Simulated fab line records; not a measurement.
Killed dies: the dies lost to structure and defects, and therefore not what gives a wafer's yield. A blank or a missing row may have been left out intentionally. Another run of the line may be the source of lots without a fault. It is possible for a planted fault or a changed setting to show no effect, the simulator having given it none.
fab line records	flow berkeleyCmos170
record: lots: 15	wafers: 45	lastDay: 11
route steps=331 shown PLDD@148
lots that met no fault: from a run of the same line without faults
startH: hours from the record's opening day to when the first of the lot's shown wafers began	waitH: hours elapsed since this lot's preceding step	" same as the row above	L1.1+2: a single row standing in for several wafers	- no value present, or no start provided	* or withheld: withheld	< > ~ a bound
route shown NAME@n: NAME is a module with steps in the file, n the number in the route of the first one	usual: mean/standard deviation of fault-free wafers	same: alike in all rows	chamber/n: place in a boat	sites: each site's reading	_std_site: standard deviation across them	_edge_site: the outer-site mean with the inner-site mean subtracted	radiusMm: how far each site lies from the wafer's centre	mask NAME#n: copy n	behind: the most recent tool/chamber to have shaped the wafer	hold: cause of the lot's hold/its duration in hours/its outcome	device: the transistor (n, p or np) that didn't switch	end of line: the route-end tests of the same wafers	where a step has no rows: the recipe by itself	killed: dies lost to structure and defects at the first sort, not the wafer's yield	map: shows each die of a wafer: x if killed, . if not, _ if none is there
set.NAME: the setting that was run; set.NAME@STEP: the one run at that earlier step	model.NAME: the simulator's own value behind a step, which no gauge read
one table for each step of the route and one row for each wafer, over a sample of lots
services: when a tool's chamber went out of use (startH, in hours from the record's first day, below 0 if earlier), for how many hours, and the reason
== steps ==
step: UCB170_PLDD_EXPOSE_03
recipe: maskId: PSELECT	na: 0.5	sigmaOuter: 0.6	sourceShape: conventional	targetCdNm: 1200	doseMj: 30
lot.wafer	tool	chamber	startH	waitH	mask
L328.2+3+6	krfScanner-02	0	127.14	0.1	PSELECT#0
L331.1+2+5	krfScanner-02	0	140.92	0.1	PSELECT#0
L332.2+4+6	krfScanner-01	0	141.34	0.2	PSELECT#0
L333.2+3+6	krfScanner-02	0	147.62	0.2	PSELECT#0
L334.2+4+5	krfScanner-02	0	155.94	0.1	PSELECT#0
L335.1+2+6	krfScanner-01	0	167.42	0.2	PSELECT#0
L336.3+5+6	krfScanner-01	0	167.84	0.2	PSELECT#0
L338.2+4+6	krfScanner-02	0	171.75	0.2	PSELECT#0
L340.2+4+5	krfScanner-02	0	177.21	0.2	PSELECT#0
L341.1+5+6	krfScanner-02	0	195.95	0.2	PSELECT#0
L345.1+2+5	krfScanner-02	0	196.07	0.3	PSELECT#0
L343.1+2+5	krfScanner-02	0	196.55	0.4	PSELECT#0
L347.1+3+6	krfScanner-01	0	209.41	0.2	PSELECT#0
L346.1+3+6	krfScanner-01	0	209.55	0.1	PSELECT#0
L350.2+4+5	krfScanner-01	0	231.66	0.2	PSELECT#0
step: UCB170_PLDD_OVL_MEAS_07
usual: PLDD_OVL: -2/4.9
lot.wafer	tool	chamber	startH	waitH	PLDD_OVL[nm]
L328.2	overlay-01	-	127.67	0.1	-11
L328.3	"	-	"	"	-7
L328.6	"	-	"	"	-12
L331.1	overlay-01	-	141.43	0.1	-1
L331.2	"	-	"	"	-1
L331.5	"	-	"	"	3
L332.2	overlay-02	-	141.84	0.1	2
L332.4	"	-	"	"	-4
L332.6	"	-	"	"	0
L333.2	overlay-02	-	148.33	0.1	2
L333.3	"	-	"	"	-1
L333.6	"	-	"	"	7
L334.2	overlay-01	-	157.08	0.1	-2
L334.4	"	-	"	"	-4
L334.5	"	-	"	"	2
L335.1	overlay-01	-	168.08	0.1	-5
L335.2	"	-	"	"	-2
L335.6	"	-	"	"	3
L336.3	overlay-02	-	168.44	0.1	5
L336.5	"	-	"	"	2
L336.6	"	-	"	"	-7
L338.2	overlay-02	-	172.25	0.1	4
L338.4	"	-	"	"	2
L338.6	"	-	"	"	3
L340.2	overlay-01	-	178.07	0.1	-3
L340.4	"	-	"	"	-2
L340.5	"	-	"	"	-7
L341.1	overlay-02	-	196.81	0.1	187
L341.5	"	-	"	"	189
L341.6	"	-	"	"	189
L345.1	overlay-02	-	197.17	0.1	184
L345.2	"	-	"	"	177
L345.5	"	-	"	"	176
L343.1	overlay-02	-	197.77	0.1	172
L343.2	"	-	"	"	177
L343.5	"	-	"	"	183
L347.1	overlay-01	-	210.32	0.1	3
L347.3	"	-	"	"	0
L347.6	"	-	"	"	4
L346.1	overlay-02	-	210.56	0.1	-10
L346.3	"	-	"	"	-7
L346.6	"	-	"	"	2
L350.2	overlay-01	-	232.18	0.1	-6
L350.4	"	-	"	"	-1
L350.5	"	-	"	"	-5
== services ==
tool	chamber	startH	hours	kind
krfScanner-01	-	104.04	0.7	repair
krfScanner-02	-	111.18	1.0	pm
krfScanner-02	-	135.10	1.3	pm
krfScanner-02	-	163.53	3.2	repair
krfScanner-01	-	177.70	1.0	pm
krfScanner-01	0	178.90	-	calibration
krfScanner-01	-	187.46	1.3	pm
krfScanner-02	-	199.72	-	calibration
krfScanner-02	-	199.85	0.3	repair
krfScanner-02	0	223.03	-	calibration
== key ==
firstSign: step: UCB170_PLDD_OVL_MEAS_07	reading: PLDD_OVL	direction: up	sigmas: 37	usual: -2	struck: 182
effect none on later readings
metAt UCB170_PLDD_EXPOSE_03
struckLots L341,L343,L345
testerLeftOut L341,L343,L345
onsetBetween 177.21 195.95
fault: kind: scannerMatchingOverlay	tool: krfScanner-02	chamber: -	onsetH: 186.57	steps: UCB170_PLDD_EXPOSE_03	offset: 180
testerLeftOut: of these lots the tester's yield and bins aren't shown, on N5 and GAA mostly nor the transistor test; their killed dies are dies lost to structure and defects alone, not to doping, threshold or leakage, so they don't give the yield
